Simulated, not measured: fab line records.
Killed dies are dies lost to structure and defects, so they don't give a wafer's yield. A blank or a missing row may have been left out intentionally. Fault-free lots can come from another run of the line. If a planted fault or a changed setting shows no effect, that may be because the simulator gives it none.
The same fault as seen by 2 desks -- flow berkeley cmos170 -- numbers are kept per desk, each desk with only its own; the story behind them comes last

== TOOL OWNER'S DESK, litho track-02 ==
The tool's own readings at UCB170_NLDD_COAT_01 (resist thk 900 nm): means of the sampled wafers that have a number, for each lot that ran on this tool. Marked OUT: a lot whose mean sits more than 4 standard deviations from the usual mean, which makes it out of limits; the brackets give that distance.
Columns: A = chill plate temp C at UCB170_NLDD_COAT_01, usual 22.98 C; B = dispense pressure kPa at UCB170_NLDD_COAT_01, usual 50 kPa
lot,first seen here,A,B
L100,day 7 09:12,23.05,49
L102,day 7 12:28,22.99,49
L103,day 7 19:25,22.88,49
L105,day 7 19:57,23.00,49
L108,day 8 06:48,23.03,49
L114,day 10 09:43,22.99,49
L115,day 10 10:36,23.03,49
L117,day 11 02:19,23.11,49
Result from this desk: across the 8 lots, nothing is out of limits.

== THE METROLOGY DESK ==
Means of the sampled wafers that have a number, per lot and without regard to the tool the lot ran on: this is what the gauges read. Marked OUT: a lot whose mean sits more than 4 standard deviations from the usual mean, which makes it out of limits; the brackets give that distance.
Columns: A = GATE_OVL at UCB170_GATE_OVL_MEAS_13, usual -2 nm; B = cd nm at UCB170_PSD_CD_MEAS_06, usual 1200.1 nm; C = PSD_OVL at UCB170_PSD_OVL_MEAS_07, usual -1 nm
lot,first seen here,A,B,C
L100,day 7 05:55,-3,1199.2,-4
L102,day 7 09:54,-5,1199.6,-2
L103,day 7 16:39,1,1198.9,3
L105,day 7 17:11,-9,1199.1,3
L104,day 7 17:27,-2,1200.0,2
L106,day 8 03:02,-4,1200.0,-4
L108,day 8 03:10,-6,1201.9,-1
L107,day 8 03:26,2,1201.0,-5
L114,day 10 06:42,-3,1199.4,0
L115,day 10 06:58,1,1200.1,-1
L117,day 10 23:31,1,1199.1,5
L119,day 10 23:53,-2,1200.7,-5
L121,day 11 09:59,1,1199.0,-7
L120,day 11 10:20,-7,1200.9,-3
Result from this desk: across the 14 lots, nothing is out of limits.

== PUT TOGETHER ==
Nothing out of limits was seen by the tool owner's desk.
From the metrology desk's view, nothing was out of limits.

== WHAT THE SIMULATOR HAD PUT IN ==
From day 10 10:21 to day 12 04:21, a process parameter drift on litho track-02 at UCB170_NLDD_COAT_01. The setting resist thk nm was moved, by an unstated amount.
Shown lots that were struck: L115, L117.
